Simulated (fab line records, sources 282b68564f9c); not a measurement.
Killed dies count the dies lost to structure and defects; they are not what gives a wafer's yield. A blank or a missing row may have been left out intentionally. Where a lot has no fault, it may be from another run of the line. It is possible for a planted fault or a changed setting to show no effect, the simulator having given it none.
fab line records	flow ritCmos
[record] lots = 7	wafers = 21	lastDay = 7
route steps=202 shown NRETRO@60 PRETRO@64 GATE@75 M1@202
lots with no fault: from the same line, run without faults
startH: hours from the record's opening day to when the first of the lot's shown wafers began	waitH: time in hours since the lot's previous step	" identical to the entry in the row above	L1.1+2: one row covering several wafers at once	- no value, or no start given	* or withheld: withheld	< > ~ a bound
route shown NAME@n: NAME is a module with steps in the file, n the number in the route of the first one	usual: average and standard deviation across the fault-free wafers	same: alike in all rows	chamber/n: place in a boat	sites: each site's reading	_std_site: standard deviation across them	_edge_site: the outer-site mean with the inner-site mean subtracted	radiusMm: how far each site lies from the wafer's centre	mask NAME#n: copy n	behind: the last tool/chamber to shape the wafer	hold: reason for holding the lot/hours on hold/outcome of the hold	device: names the non-switching transistor (n, p or np)	end of line: tests of these same wafers at the route's end	a step with no rows: only its recipe	killed: count of dies lost to structure and defects at first sort (not the wafer's yield)	map: shows each die of a wafer: x if killed, . if not, _ if none is there
set.NAME: the setting as run; set.NAME@STEP: as run at that earlier step	model.NAME: the simulator's own value behind a step, which no gauge read
certain route steps with their lots: each step a table, each wafer a row
services: a tool's chamber out of use, with start hour (startH, from the record's first day; less than 0 if before it), hours out, and reason
[[steps]]
[step RIT_NRETRO_HARDBAKE_07]
[recipe] resist = NOVOLAK	tempC = 140	timeS = 120
[step RIT_NRETRO_IMPLANT_08]
[recipe] species = P	energyKev = 70	doseCm2 = 1e+13	tiltDeg = 7
[step RIT_NRETRO_STRIP_09]
[recipe] chemistry = O2	timeS = 180	resist = NOVOLAK	platenTempC = withheld	powerW = 500	pressureMtorr = 4000	o2FlowSccm = 4000
[usual] drypumpMotorCurrentA = 5.5/0.35	rfReflPowerW = 6.0/0.37
lot.wafer	tool	chamber	startH	waitH	drypumpMotorCurrentA	rfHoursCounterH	rfReflPowerW
L729.3	plasmaAsher-02	0	31.23	0.1	6.1	-	6.0
L729.4	"	1	"	"	5.5	-	5.8
L729.6	"	0	"	"	6.1	-	6.0
L736.2	plasmaAsher-02	1	64.52	0.1	5.5	41	5.4
L736.3	"	0	"	"	6.1	-	5.9
L736.5	"	1	"	"	5.5	-	5.5
L740.1	plasmaAsher-03	0	85.66	0.1	5.4	46	6.5
L740.2	"	1	"	"	5.1	46	6.4
L740.4	"	1	"	"	5.1	-	6.6
L741.1	plasmaAsher-03	1	89.97	0.1	5.1	47	6.5
L741.2	"	0	"	"	5.4	47	6.2
L741.6	"	1	"	"	5.1	-	6.6
L742.1	plasmaAsher-03	1	94.33	0.1	5.1	47	6.6
L742.4	"	1	"	"	5.1	-	6.7
L742.6	"	1	"	"	5.1	-	6.7
L747.1	plasmaAsher-04	1	119.31	0.1	5.2	33	5.5
L747.5	"	0	"	"	5.5	-	6.0
L747.6	"	1	"	"	5.3	-	5.5
L749.1	plasmaAsher-03	0	130.02	0.1	5.4	51	6.3
L749.5	"	0	"	"	5.4	-	6.1
L749.6	"	1	"	"	5.1	-	6.6
[step RIT_NRETRO_TW_MEAS_10]
[usual] NRETRO_TW = 1053/6.9
lot.wafer	tool	chamber	startH	waitH	NRETRO_TW
L729.3	filmMetro-03	-	31.37	0.1	1046
L729.4	"	-	"	"	1046
L729.6	"	-	"	"	1043
L736.2	filmMetro-03	-	64.70	0.1	1050
L736.3	"	-	"	"	1044
L736.5	"	-	"	"	1044
L740.1	filmMetro-01	-	85.84	0.1	1052
L740.2	"	-	"	"	1060
L740.4	"	-	"	"	1058
L741.1	filmMetro-04	-	90.14	0.1	1055
L741.2	"	-	"	"	1052
L741.6	"	-	"	"	1051
L742.1	filmMetro-01	-	94.50	0.1	1060
L742.4	"	-	"	"	1055
L742.6	"	-	"	"	1062
L747.1	filmMetro-04	-	119.49	0.1	1057
L747.5	"	-	"	"	1058
L747.6	"	-	"	"	1053
L749.1	filmMetro-04	-	130.20	0.1	1061
L749.5	"	-	"	"	1055
L749.6	"	-	"	"	1057
[step RIT_PRETRO_HMDS_00]
[recipe] primeTimeS = 60	primeTempC = 140
[step RIT_PRETRO_COAT_01]
[recipe] resist = NOVOLAK	spinRpm = 2000	resistThkNm = 1300
[step RIT_PRETRO_SOFTBAKE_02]
[recipe] resist = NOVOLAK	tempC = 90	timeS = 60
[step RIT_PRETRO_EXPOSE_03]
[recipe] maskId = M5	na = 0.57	targetCdNm = 43700	doseMj = 250
[step RIT_PRETRO_PEB_04]
[recipe] resist = NOVOLAK	tempC = withheld	timeS = withheld
[step RIT_PRETRO_DEVELOP_05]
[recipe] resist = NOVOLAK	developTimeS = 68	devTempC = 23
[step RIT_PRETRO_OVL_MEAS_06]
[usual] PRETRO_OVL = 0.8/1.3
lot.wafer	tool	chamber	startH	waitH	PRETRO_OVL[nm]
L729.3	overlay-02	-	32.46	-	0.8
L729.4	"	-	"	"	0.5
L729.6	"	-	"	"	1.2
L736.2	overlay-01	-	65.76	-	1.8
L736.3	"	-	"	"	4.0
L736.5	"	-	"	"	3.1
L740.1	overlay-01	-	86.78	-	-0.3
L740.2	"	-	"	"	2.4
L740.4	"	-	"	"	2.2
L741.1	overlay-01	-	91.21	-	0.9
L741.2	"	-	"	"	-1.8
L741.6	"	-	"	"	0.7
L742.1	overlay-01	-	95.57	-	1.9
L742.4	"	-	"	"	3.0
L742.6	"	-	"	"	1.3
L747.1	overlay-02	-	120.43	-	-1.7
L747.5	"	-	"	"	-0.3
L747.6	"	-	"	"	0.1
L749.1	overlay-02	-	131.14	-	1.4
L749.5	"	-	"	"	1.9
L749.6	"	-	"	"	0.4
[step RIT_PRETRO_HARDBAKE_07]
[recipe] resist = NOVOLAK	tempC = 140	timeS = 120
[step RIT_PRETRO_IMPLANT_08]
[recipe] species = B	energyKev = 45	doseCm2 = 1.2e+13	tiltDeg = 7
[usual] doseIonsCm2 = 1.2001e+13/1.3e+10	faradayCurrentUA = 38.0/0.79	tiltDeg = 7.005/0.02
lot.wafer	tool	chamber	startH	waitH	doseIonsCm2	faradayCurrentUA	tiltDeg
L729.3	implanter-01	0	32.90	0.2	1.2027e+13	38.0	7.036
L729.4	"	0	"	"	1.2009e+13	39.0	7.029
L729.6	"	0	"	"	1.1998e+13	38.6	7.004
L736.2	implanter-03	0	66.07	0.2	1.2015e+13	38.4	6.996
L736.3	"	0	"	"	1.2001e+13	38.1	7.017
L736.5	"	0	"	"	1.1985e+13	37.4	7.017
L740.1	implanter-01	0	87.16	0.2	8.01e+12	26.9	7.011
L740.2	"	0	"	"	8.03e+12	25.6	7.016
L740.4	"	0	"	"	8.019e+12	25.7	6.997
L741.1	implanter-01	0	91.50	0.2	8.039e+12	25.6	7.007
L741.2	"	0	"	"	8.043e+12	26.2	7.003
L741.6	"	0	"	"	8.042e+12	24.5	6.997
L742.1	implanter-01	0	95.85	0.2	8.065e+12	26.0	7.031
L742.4	"	0	"	"	8.048e+12	24.7	7.019
L742.6	"	0	"	"	8.054e+12	25.7	6.998
L747.1	implanter-04	0	120.71	0.2	1.2002e+13	37.1	6.998
L747.5	"	0	"	"	1.2015e+13	38.3	7.027
L747.6	"	0	"	"	1.1987e+13	38.4	7.024
L749.1	implanter-04	0	131.42	0.2	1.1998e+13	37.1	7.036
L749.5	"	0	"	"	1.2001e+13	35.7	7.009
L749.6	"	0	"	"	1.2012e+13	38.5	7.008
[step RIT_PRETRO_STRIP_09]
[recipe] chemistry = O2	timeS = 180	resist = NOVOLAK	platenTempC = withheld	powerW = 500	pressureMtorr = 4000	o2FlowSccm = 4000
[usual] drypumpMotorCurrentA = 5.6/0.35	rfReflPowerW = 6.2/0.56
lot.wafer	tool	chamber	startH	waitH	drypumpMotorCurrentA	rfHoursCounterH	rfReflPowerW
L729.3	plasmaAsher-02	0	33.05	0.1	6.1	-	5.8
L729.4	"	1	"	"	5.5	-	5.7
L729.6	"	0	"	"	6.1	-	5.8
L736.2	plasmaAsher-04	1	66.19	0.1	5.3	26	5.7
L736.3	"	0	"	"	5.4	-	6.0
L736.5	"	1	"	"	5.2	-	5.7
L740.1	plasmaAsher-04	0	87.31	0.1	5.5	29	5.8
L740.2	"	1	"	"	5.2	29	5.6
L740.4	"	0	"	"	5.5	-	5.6
L741.1	plasmaAsher-01	1	91.65	0.1	6.2	46	6.7
L741.2	"	0	"	"	5.5	46	7.3
L741.6	"	1	"	"	6.2	-	6.3
L742.1	plasmaAsher-01	0	96.00	0.1	5.5	46	7.1
L742.4	"	1	"	"	6.2	-	6.3
L742.6	"	0	"	"	5.5	-	7.0
L747.1	plasmaAsher-01	1	120.86	0.1	6.2	0	6.8
L747.5	"	1	"	"	6.2	-	6.5
L747.6	"	0	"	"	5.5	-	7.1
L749.1	plasmaAsher-02	0	131.57	0.1	6.1	48	5.7
L749.5	"	0	"	"	6.1	-	5.7
L749.6	"	1	"	"	5.5	-	5.7
[step RIT_PRETRO_TW_MEAS_10]
[usual] PRETRO_TW = 474.6/3
lot.wafer	tool	chamber	startH	waitH	PRETRO_TW
L729.3	filmMetro-02	-	33.19	0.1	470.9
L729.4	"	-	"	"	476.7
L729.6	"	-	"	"	473.2
L736.2	filmMetro-04	-	66.38	0.1	476.4
L736.3	"	-	"	"	477.1
L736.5	"	-	"	"	476.4
L740.1	filmMetro-02	-	87.49	0.1	415.4
L740.2	"	-	"	"	415.4
L740.4	"	-	"	"	418.8
L741.1	filmMetro-01	-	91.82	0.1	419.8
L741.2	"	-	"	"	418.4
L741.6	"	-	"	"	419.5
L742.1	filmMetro-01	-	96.18	0.1	420.6
L742.4	"	-	"	"	419.9
L742.6	"	-	"	"	422.1
L747.1	filmMetro-04	-	121.04	0.1	476.7
L747.5	"	-	"	"	479.4
L747.6	"	-	"	"	474.3
L749.1	filmMetro-02	-	131.75	0.1	477.0
L749.5	"	-	"	"	475.0
L749.6	"	-	"	"	474.0
[step RIT_GATE_WET_ETCH_00]
[recipe] chemistry = BOE	target = SiO2	targetDepthNm = 56	timeS = 60	dry = n2Spin	dilution = 10:1	tempC = 21.5
[step RIT_M1_PROBE_99]
[usual] killedAtContacts = 0.1/0.31	killedAtFrontEnd = 7/3.1	killedDies = 7/3.1	killedOpen = 3.3/1.9	killedShort = 3.3/2
[same] grossDies = 264	killed_at_M0_to_M3 = 0	killed_at_M4_up = 0	killedAtBackSide = 0	killedAtOther = 0
lot.wafer	tool	chamber	startH	waitH	killedAtContacts	killedAtFrontEnd	killedDies	killedOpen	killedShort	model.etest.nmos_0p3.rOnOhmUm	model.etest.nmosTurned.driveUaUm	model.etest.nmos_0p15.driveUaUm	model.etest.nmos_0p3.driveUaUm	model.etest.nmosNarrow.driveUaUm	model.etest.nmos_0p15.offLog10AUm	model.etest.retroEdgeNmos.offLog10AUm	model.etest.ring.quietLog10A
L729.3	prober-01	-	63.15	0.2	2	5	7	3	2	2167	332.8	468.3	228.1	227	-10.04	-9.852	-7.693
L729.4	prober-01	-	63.20	0.2	2	5	7	3	3	2142	325.5	464.4	221.8	219	-10.08	-9.997	-7.843
L729.6	prober-01	-	63.30	0.2	0	8	8	3	5	2152	315.4	450.2	220.9	219.3	-10.45	-10.3	-8.04
L736.2	prober-01	-	91.22	0.1	0	6	6	2	4	2113	344.1	471.6	230	228	-10.39	-10.36	-7.945
L736.3	prober-01	-	91.27	0.2	1	3	4	3	1	2147	329.1	466	226.6	224.4	-10.46	-10.43	-7.982
L736.5	prober-01	-	91.37	0.2	1	5	6	3	3	2154	333.2	459.7	224.5	220.5	-10.42	-10.42	-8.068
L740.1	prober-01	-	112.50	0.1	0	10	10	6	4	2090	366.8	523.9	258.3	259	-8.481	-8.382	-6.5
L740.2	prober-01	-	112.55	0.1	0	15	15	9	6	2014	359.7	507	256.4	256.9	-8.858	-8.784	-6.789
L740.4	prober-01	-	112.65	0.2	0	4	4	1	3	2054	357.8	513.4	259.5	259.6	-8.999	-8.83	-6.99
L741.1	prober-01	-	117.19	0.1	0	9	9	5	4	2114	321	482.7	243.9	248.3	-9.549	-9.515	-7.473
L741.2	prober-01	-	117.24	0.1	0	8	8	4	4	2086	325.1	484.6	246.2	250.1	-9.56	-9.331	-7.483
L741.6	prober-01	-	117.44	0.2	0	6	6	3	3	2096	333.1	489.1	249.8	254.8	-9.483	-9.427	-7.372
L742.1	prober-01	-	122.77	0.1	0	7	7	3	4	1996	382.8	513.2	249.7	253.7	-9.068	-8.924	-6.994
L742.4	prober-01	-	122.92	0.2	0	4	4	2	2	2004	388.5	524.4	254.6	259.6	-8.751	-8.63	-6.714
L742.6	prober-01	-	123.02	0.2	0	8	8	4	4	2005	386.8	515.3	252.8	253.4	-8.729	-8.623	-6.715
L747.1	prober-01	-	147.02	0.1	0	9	9	5	4	2249	306.4	433.7	209.2	208.1	-10.76	-10.56	-8.275
L747.5	prober-01	-	147.22	0.2	0	6	6	4	2	2252	318.8	436.3	214.6	211.8	-10.58	-10.35	-7.964
L747.6	prober-01	-	147.27	0.2	0	6	6	2	4	2278	316.7	432.5	213.9	209.6	-10.63	-10.46	-8.06
L749.1	prober-01	-	158.56	0.1	0	3	3	1	2	2159	322.9	469.2	224.7	225.5	-10.23	-10.15	-7.957
L749.5	prober-01	-	158.76	0.2	0	2	2	1	1	2150	331.4	478.3	222.6	224.8	-9.831	-9.683	-7.625
L749.6	prober-01	-	158.81	0.2	0	14	14	5	9	2142	328.2	483.3	226.8	229.2	-9.818	-9.635	-7.632
// killed by level:class
L729.3 GATE:geometricParticle:short=2 CONTACT:coatMicrobubblePrinted=2 FOX2:geometricParticle:open=1 GATE:geometricParticle:open=1 SILICIDE:geometricParticle:open=1
L729.4 FOX1:geometricParticle:open=2 FOX1:geometricParticle:short=1 GATE:geometricParticle:open=1 REOX:geometricParticle:short=1 CONTACT:geometricParticle:short=1 CONTACT:coatMicrobubblePrinted=1
L729.6 GATE:geometricParticle:short=2 FOX1:geometricParticle:open=1 FOX1:geometricParticle:short=1 GATE:geometricParticle:open=1 SPACER:geometricParticle:short=1 SILICIDE:geometricParticle:open=1 SILICIDE:geometricParticle:short=1
L736.2 GATE:geometricParticle:short=2 FOX2:geometricParticle:open=1 REOX:geometricParticle:open=1 REOX:geometricParticle:short=1 SPACER:geometricParticle:short=1
L736.3 GATE:geometricParticle:open=1 REOX:geometricParticle:short=1 SILICIDE:geometricParticle:open=1 CONTACT:geometricParticle:open=1
L736.5 GATE:geometricParticle:open=1 GATE:geometricParticle:short=1 REOX:geometricParticle:short=1 REOX:geometricParticle:open=1 SPACER:geometricParticle:open=1 CONTACT:geometricParticle:short=1
L740.1 GATE:geometricParticle:open=4 GATE:geometricParticle:short=3 SPACER:geometricParticle:open=2 SPACER:geometricParticle:short=1
L740.2 FOX1:geometricParticle:open=3 GATE:geometricParticle:short=3 GATE:geometricParticle:open=2 SPACER:geometricParticle:open=2 FOX1:geometricParticle:short=1 SPACER:geometricParticle:short=1 FOX2:geometricParticle:open=1 REOX:geometricParticle:open=1
L740.4 GATE:geometricParticle:short=2 SPACER:geometricParticle:short=1 SILICIDE:geometricParticle:open=1
L741.1 FOX1:geometricParticle:open=2 REOX:geometricParticle:open=2 SILICIDE:geometricParticle:short=2 FOX1:geometricParticle:short=1 GATE:geometricParticle:short=1 GATE:geometricParticle:open=1
L741.2 SILICIDE:geometricParticle:short=3 GATE:geometricParticle:open=2 REOX:geometricParticle:short=1 REOX:geometricParticle:open=1 SILICIDE:geometricParticle:open=1
L741.6 GATE:geometricParticle:open=2 GATE:geometricParticle:short=2 FOX2:geometricParticle:open=1 SILICIDE:geometricParticle:short=1
L742.1 GATE:geometricParticle:short=2 REOX:geometricParticle:open=2 SILICIDE:geometricParticle:short=1 REOX:geometricParticle:short=1 SILICIDE:geometricParticle:open=1
L742.4 FOX1:geometricParticle:short=1 GATE:geometricParticle:open=1 SPACER:geometricParticle:short=1 SILICIDE:geometricParticle:open=1
L742.6 GATE:geometricParticle:short=3 FOX2:geometricParticle:open=2 GATE:geometricParticle:open=2 SPACER:geometricParticle:short=1
L747.1 REOX:geometricParticle:open=2 FOX1:geometricParticle:open=1 FOX1:geometricParticle:short=1 GATE:geometricParticle:short=1 GATE:geometricParticle:open=1 REOX:geometricParticle:short=1 SPACER:geometricParticle:short=1 SILICIDE:geometricParticle:open=1
L747.5 FOX1:geometricParticle:open=1 FOX2:geometricParticle:open=1 REOX:geometricParticle:short=1 REOX:geometricParticle:open=1 SPACER:geometricParticle:short=1 SILICIDE:geometricParticle:open=1
L747.6 GATE:geometricParticle:short=2 REOX:geometricParticle:short=1 REOX:geometricParticle:open=1 SPACER:geometricParticle:open=1 SILICIDE:geometricParticle:short=1
L749.1 GATE:geometricParticle:short=2 GATE:geometricParticle:open=1
L749.5 FOX1:geometricParticle:open=1 REOX:geometricParticle:short=1
L749.6 GATE:geometricParticle:short=5 SILICIDE:geometricParticle:open=3 GATE:geometricParticle:open=2 SILICIDE:geometricParticle:short=2 FOX1:geometricParticle:short=1 SPACER:geometricParticle:short=1
[[services]]
tool	chamber	startH	hours	kind
implanter-04	-	21.46	3.3	pm
implanter-03	-	24.05	3.6	repair
plasmaAsher-04	-	30.02	10.5	repair
plasmaAsher-01	-	48.14	0.6	repair
implanter-04	-	102.91	4.7	pm
plasmaAsher-01	-	108.75	9.0	pm
plasmaAsher-01	0	108.75	9.0	ventCycle
plasmaAsher-01	1	108.75	9.0	ventCycle
plasmaAsher-01	-	111.80	4.2	repair
plasmaAsher-01	0	117.75	-	clean
plasmaAsher-01	1	117.75	-	clean
[[key]]
[firstSign] step = RIT_PRETRO_IMPLANT_08	reading = doseIonsCm2	direction = down	sigmas = 99+	usual = 1.2001e+13	struck = 8.039e+12
[effect] step = RIT_PRETRO_IMPLANT_08	reading = faradayCurrentUA	direction = down	sigmas = 16	usual = 38.0	struck = 25.6
[effect] step = RIT_PRETRO_TW_MEAS_10	reading = PRETRO_TW	direction = down	sigmas = 19	usual = 474.6	struck = 418.9
[modelEffect] step = RIT_M1_PROBE_99	value = etest.nmos_0p3.rOnOhmUm	without = 2194	struck = 2051
metAt RIT_PRETRO_IMPLANT_08
struckWafers L740.1,L740.2,L740.4,L741.1,L741.2,L741.6,L742.1,L742.4,L742.6
testerLeftOut L740,L741,L742
onsetBetween 32.90 87.16
[fault] kind = processParameterDrift	tool = implanter-01	chamber = -	onsetH = 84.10	steps = RIT_PRETRO_IMPLANT_08	channel = doseCm2	offset = -3.96e+12	shape = step	endH = 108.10	actsIn = theseRecipesOnly	stated = 1.2e+13
// testerLeftOut: of these lots the tester's yield and bins aren't shown, on N5 and GAA mostly nor the transistor test; their killed dies are dies lost to structure and defects alone, not to doping, threshold or leakage, so they don't give the yield
